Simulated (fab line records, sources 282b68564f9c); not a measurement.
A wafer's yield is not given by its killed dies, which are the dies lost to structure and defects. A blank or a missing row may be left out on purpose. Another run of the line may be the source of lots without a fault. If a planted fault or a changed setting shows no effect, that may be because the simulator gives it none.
Matching of chambers :: flow rit-cmos :: rie-diel-01 running RIT_SPACER_ETCHBACK_05: 4 sister chambers
The step etches Si3N4 in SF6/CHF3, stops on SiO2, target depth 250 nm, time 240 s. 14 wafers are shown with their chamber, then 7 later ones without.

## EACH WAFER AND ITS CHAMBER
wafer: L808.3
chamber: 3
throttle-valve-pct (%): 10.37
oes-product-au (a.u.): 0.852

wafer: L808.4
chamber: 2
throttle-valve-pct (%): 10.10
oes-product-au (a.u.): 0.840

wafer: L808.6
chamber: 3
throttle-valve-pct (%): 10.38
oes-product-au (a.u.): 0.840

wafer: L811.2
chamber: 0
throttle-valve-pct (%): 10.19
oes-product-au (a.u.): 0.837

wafer: L811.4
chamber: 3
throttle-valve-pct (%): 10.38
oes-product-au (a.u.): 0.849

wafer: L811.6
chamber: 0
throttle-valve-pct (%): 10.18
oes-product-au (a.u.): 0.837

wafer: L814.1
chamber: 2
throttle-valve-pct (%): 10.08
oes-product-au (a.u.): 0.822

wafer: L814.4
chamber: 1
throttle-valve-pct (%): 10.55
oes-product-au (a.u.): 0.830

wafer: L814.6
chamber: 3
throttle-valve-pct (%): 10.35
oes-product-au (a.u.): 0.824

wafer: L815.3
chamber: 0
throttle-valve-pct (%): 10.17
oes-product-au (a.u.): 0.836

wafer: L815.5
chamber: 0
throttle-valve-pct (%): 10.15
oes-product-au (a.u.): 0.828

wafer: L815.6
chamber: 1
throttle-valve-pct (%): 10.54
oes-product-au (a.u.): 0.834

wafer: L818.2
chamber: 2
throttle-valve-pct (%): 10.10
oes-product-au (a.u.): 0.834

wafer: L818.3
chamber: 3
throttle-valve-pct (%): 10.37
oes-product-au (a.u.): 0.837

SIGNATURES, as means of the wafers listed above
reading: throttle-valve-pct
chamber 0: 10.1725
chamber 1: 10.5450
chamber 2: 10.0933
chamber 3: 10.3700
scatter within a chamber: 0.0134

reading: oes-product-au
chamber 0: 0.83450
chamber 1: 0.83200
chamber 2: 0.83200
chamber 3: 0.84040
scatter within a chamber: 0.0085
Rule: a wafer lies at a distance from a chamber equal to the root of the sum of squares, over the readings, of (its reading less the chamber's mean, divided by the reading's scatter). If the next closest chamber is less than 2 further off than the closest, the wafer can't be placed; otherwise it belongs to the closest. How the scatter is found: for the shown wafers, subtract from each reading the mean of its chamber, square and add these, divide the total by (wafers less chambers), then take the root.

## WAFERS WHOSE CHAMBER IS MISSING
wafer: L818.5
throttle-valve-pct (%): 10.37
oes-product-au (a.u.): 0.841

wafer: L819.1
throttle-valve-pct (%): 10.56
oes-product-au (a.u.): 0.831

wafer: L819.2
throttle-valve-pct (%): 10.37
oes-product-au (a.u.): 0.834

wafer: L819.3
throttle-valve-pct (%): 10.12
oes-product-au (a.u.): 0.817

wafer: L821.1
throttle-valve-pct (%): 10.17
oes-product-au (a.u.): 0.821

wafer: L821.2
throttle-valve-pct (%): 10.36
oes-product-au (a.u.): 0.836

wafer: L821.3
throttle-valve-pct (%): 10.55
oes-product-au (a.u.): 0.834

## EACH ONE'S CHAMBER
wafer: L818.5
from the rows above: 3
in truth: 3

wafer: L819.1
from the rows above: 1
in truth: 1

wafer: L819.2
from the rows above: 3
in truth: 3

wafer: L819.3
from the rows above: can't be placed: 2 or 0
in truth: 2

wafer: L821.1
from the rows above: 0
in truth: 0

wafer: L821.2
from the rows above: 3
in truth: 3

wafer: L821.3
from the rows above: 1
in truth: 1
6 of 7 placed correctly. From these rows, 1 cannot be placed; in 1 the true chamber is one of the candidates. Number placed wrongly: 0.
